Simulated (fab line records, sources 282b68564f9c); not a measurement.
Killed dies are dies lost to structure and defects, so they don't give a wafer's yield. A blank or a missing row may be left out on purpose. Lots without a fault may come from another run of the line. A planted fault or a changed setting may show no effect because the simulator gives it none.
A struck lot beside a sound one | flow rit_cmos | 43 steps out of a route of 202
Sound: wafers L446.1, L446.2, L446.4. Struck: wafers L432.1, L432.3, L432.5. The cause comes at the end.
At each step with rows: each side's tool, then ch and its chambers, then its first start. Under that, the readings that differ: sound wafers | struck wafers | difference of the means | sigmas: that difference in standard deviations of wafers without a fault.
alike: readings whose means differ by less than 2 such deviations, and words and numbers that are the same on both sides. not compared: withheld readings, readings that some wafer has no value for, bounds like >300 that may hide the same value, and numbers for which the record gives no deviation and whose values overlap.
The two part at a step that has a row with sigmas, a row that says differs or no value, or rows on one side only. Numbers that don't overlap but have no deviation are shown without sigmas and don't part them. A reading that every wafer of one side lacks parts them only if that side has two wafers or more.

RIT_GATE_CD_MEAS_16: target cd 150 nm.
  sound on cd_sem-01, day 6 11:13; struck on cd_sem-01, day 3 13:04
  alike: cd_nm
RIT_GATE_OVL_MEAS_17:
  sound on overlay-02, day 6 11:20; struck on overlay-02, day 3 13:11
  alike: GATE_OVL
then, 1 step without rows for these wafers: RIT_GATE_HARDBAKE_18 (time 60 s).
RIT_GATE_ETCH_19: etches poly-Si in SF6/CHF3/O2, stops on SiO2, time 165 s, target depth 312.5 nm.
  sound on rie_si-02 ch 1,2,3, day 6 11:31; struck on rie_si-02 ch 1,3, day 3 13:22
  alike: drypump_motor_current_A, oes_product_au, throttle_valve_pct
  not compared: rf_hours_counter_h
RIT_GATE_STRIP_20: strips in O2, time 180 s.
  sound on plasma_asher-01 ch 0,1, day 6 11:38; struck on plasma_asher-01 ch 0, day 3 13:28
  alike: drypump_motor_current_A
  not compared: rf_hours_counter_h
RIT_GATE_CD_MEAS_90: target cd 150 nm.
  sound on cd_sem-01, day 6 11:48; struck on cd_sem-02, day 3 13:39
  alike: cd_nm
then, 4 steps without rows for these wafers: RIT_REOX_CLEAN_00 (cleans in SC1, time 600 s); RIT_REOX_CLEAN_01 (cleans in dHF, time 30 s); RIT_REOX_CLEAN_02 (cleans in SC2, time 600 s); RIT_REOX_OXIDATION_03 (target thk 25.2 nm, ox time 5580 s).
RIT_REOX_THK_MEAS_04:
  sound on film_metro-04, day 6 14:50; struck on film_metro-01, day 3 17:37
  alike: REOX_OXIDE_THK
then, 1 step without rows for these wafers: RIT_NLDD_HMDS_00 (prime time 60 s).
RIT_NLDD_COAT_01: resist thk 1000 nm.
  sound on litho_track-04 ch 0, day 6 15:03; struck on litho_track-04, day 3 17:49
  no value came back on the struck wafers for chill_plate_temp_C (C), dispense_pressure_kPa (kPa); on the sound wafers chill_plate_temp_C (C) reads 22.90 22.78 22.98
then, 4 steps without rows for these wafers: RIT_NLDD_SOFTBAKE_02 (time 60 s); RIT_NLDD_EXPOSE_03 (exposes mask M7, target cd 40700 nm); RIT_NLDD_PEB_04; RIT_NLDD_DEVELOP_05 (develop time 50 s).
RIT_NLDD_OVL_MEAS_06:
  sound on overlay-01, day 6 15:45; struck on overlay-02, day 3 18:32
  reading       | sound       | struck | difference                    | sigmas
  NLDD_OVL (nm) | 0.2 2.0 1.6 | - - -  | no value on the struck wafers |
then, 2 steps without rows for these wafers: RIT_NLDD_HARDBAKE_07 (time 60 s); RIT_NLDD_IMPLANT_08.
RIT_NLDD_STRIP_09: strips in O2, time 180 s.
  sound on plasma_asher-04 ch 0,1, day 6 16:17; struck on plasma_asher-02 ch 1, day 3 18:52
  alike: drypump_motor_current_A
  not compared: rf_hours_counter_h
RIT_NLDD_TW_MEAS_10:
  sound on film_metro-02, day 6 16:28; struck on film_metro-02, day 3 19:02
  alike: NLDD_TW
then, 6 steps without rows for these wafers: RIT_PLDD_HMDS_00 (prime time 60 s); RIT_PLDD_COAT_01 (resist thk 1000 nm); RIT_PLDD_SOFTBAKE_02 (time 60 s); RIT_PLDD_EXPOSE_03 (exposes mask M8, target cd 40900 nm); RIT_PLDD_PEB_04; RIT_PLDD_DEVELOP_05 (develop time 50 s).
RIT_PLDD_OVL_MEAS_06:
  sound on overlay-02, day 6 17:30; struck on overlay-01, day 3 20:05
  alike: PLDD_OVL
then, 2 steps without rows for these wafers: RIT_PLDD_HARDBAKE_07 (time 60 s); RIT_PLDD_IMPLANT_08.
RIT_PLDD_STRIP_09: strips in O2, time 180 s.
  sound on plasma_asher-02 ch 0,1, day 6 17:50; struck on plasma_asher-04 ch 0, day 3 20:25
  alike: drypump_motor_current_A
  not compared: rf_hours_counter_h
RIT_PLDD_TW_MEAS_10:
  sound on film_metro-02, day 6 18:01; struck on film_metro-03, day 3 20:49
  reading | sound          | struck         | difference | sigmas
  PLDD_TW | 2337 2336 2323 | 2906 2898 2896 | +568       | +44
  not compared: hold
then, 3 steps without rows for these wafers: RIT_SPACER_CLEAN_01 (cleans in dHF, time 30 s); RIT_SPACER_CLEAN_02 (cleans in SC2, time 600 s); RIT_SPACER_CVD_03 (deposits Si3N4 from SiH2Cl2/NH3, target thk 250 nm, time 3300 s).
RIT_SPACER_THK_MEAS_04:
  sound on film_metro-04, day 6 20:27; struck on film_metro-03, day 4 05:08
  alike: SPACER_NITRIDE_THK
RIT_SPACER_ETCHBACK_05: etches Si3N4 in SF6/CHF3, stops on SiO2, target depth 250 nm, time 240 s.
  sound on rie_diel-03 ch 0,2,3, day 6 20:31; struck on rie_diel-04 ch 0,2, day 4 05:12
  alike: drypump_motor_current_A, oes_product_au, throttle_valve_pct
  not compared: rf_hours_counter_h
then, 3 steps without rows for these wafers: RIT_NSD_HMDS_00 (prime time 60 s); RIT_NSD_COAT_01 (resist thk 1000 nm); RIT_NSD_SOFTBAKE_02 (time 60 s).
RIT_NSD_TW_MEAS_10:
  sound on film_metro-01, day 6 22:03; struck on film_metro-02, day 4 07:35
  reading | sound          | struck         | difference | sigmas
  NSD_TW  | 3132 3117 3144 | 3295 3293 3286 | +160       | +8
  not compared: hold
RIT_PSD_TW_MEAS_10:
  sound on film_metro-01, day 6 23:28; struck on film_metro-01, day 4 12:55
  reading | sound          | struck         | difference | sigmas
  PSD_TW  | 3423 3421 3441 | 3513 3519 3526 | +91        | +4
  not compared: hold

WHERE THEY PART
First at RIT_NLDD_COAT_01; last, within this record, at RIT_PSD_TW_MEAS_10.

WHY: what the simulator had put in
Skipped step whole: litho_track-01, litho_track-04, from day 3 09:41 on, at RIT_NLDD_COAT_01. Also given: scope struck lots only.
